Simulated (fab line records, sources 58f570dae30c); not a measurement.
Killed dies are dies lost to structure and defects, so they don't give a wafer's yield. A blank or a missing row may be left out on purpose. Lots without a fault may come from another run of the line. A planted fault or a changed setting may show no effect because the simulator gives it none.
Problem report in the 8D (eight disciplines) form, filled by code | flow berkeley_cmos170 | the parts of the form that need people (team, actions taken, sign-off) are left out

1. THE PROBLEM
strip_time_to_endpoint_s at UCB170_NLDD_STRIP_10 reads a mean of 20.55 s on 6 wafers of 2 lots; wafers without a fault read 21.64 s with a standard deviation of 0.06. That is -18 standard deviations from the usual mean.
The step: strips in O2.
First seen on wafer L116.1, day 9 18:27, on plasma_asher-03. The record holds 42 wafers of 14 lots with a number at this step. Rule for "out", or "out of limits": more than 4 standard deviations from the usual mean. The other wafers with a number count as sound.

2. WHAT IT IS AND WHAT IT IS NOT
question                    | is                       | is not
which readings at this step | strip_time_to_endpoint_s | drypump_motor_current_A, oes_product_au
which lots                  | L116, L122               | L104, L105, L106, L108, L109, L111, L114, L115, L120, L123, L126, L127
which wafers of those lots  | all that have a number   | -
read on which tools         | plasma_asher-03          | plasma_asher-01, plasma_asher-02
when                        | from day 9 18:27         | up to then (27 sound wafers); but 9 sound wafers of L123, L126, L127 came after

3. SUSPECTS, AND WHAT RULES EACH OUT
Counting: a tool at a process step up to the reading stays a suspect if it ran every lot that is out and no sound lot after the first of them.
- litho_track-04 at UCB170_NLDD_COAT_01 (resist thk 900 nm): kept. It ran every lot that is out, first L116 (day 9 16:34), and no sound lot after that; its last sound lot up to then is L115 (day 9 16:10).
- plasma_asher-03 at UCB170_NLDD_STRIP_10 (strips in O2): kept. It ran every lot that is out, first L116 (day 9 18:27), and no sound lot after that; its last sound lot up to then is L120 (day 9 15:30). Its own readings are out on those wafers: strip_time_to_endpoint_s.
Left after counting: litho_track-04 at UCB170_NLDD_COAT_01, plasma_asher-03 at UCB170_NLDD_STRIP_10.

4. THE CAUSE (what the simulator had put in)
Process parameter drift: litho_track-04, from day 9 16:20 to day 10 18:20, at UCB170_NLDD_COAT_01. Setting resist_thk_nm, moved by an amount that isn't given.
Counting left 2 suspects, and this tool is among them.

5. THE CHAIN OF EFFECTS, in route order
Each row: a reading whose mean over the struck wafers that have a number lies more than 3 standard deviations from the usual. Only readings for which the record gives a usual standard deviation are gone through. hours: the time from each lot's start at the first step in this table that gives one to its start at this step, as a median over the lots. sigmas: the change in usual standard deviations.
hours | step                 | reading                  | usual   | on struck wafers | change | sigmas
0     | UCB170_NLDD_STRIP_10 | strip_time_to_endpoint_s | 21.64 s | 20.55            | -1.09  | -18
The process steps in it:
- UCB170_NLDD_STRIP_10: strips in O2.
Later measuring or inspecting steps at which every struck wafer that the step has a row for has a number for every such reading, and none has moved that far: UCB170_NSD_CD_MEAS_06.

6. WHAT WOULD HAVE CAUGHT IT SOONER
In this record the first reading out of limits was taken at day 9 18:27, 2 hours after the fault began at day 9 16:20.
Of the lots that are out (2), L122 began UCB170_NLDD_COAT_01 on litho_track-04 after day 9 18:27. A hold on the tool at that time would have spared it.
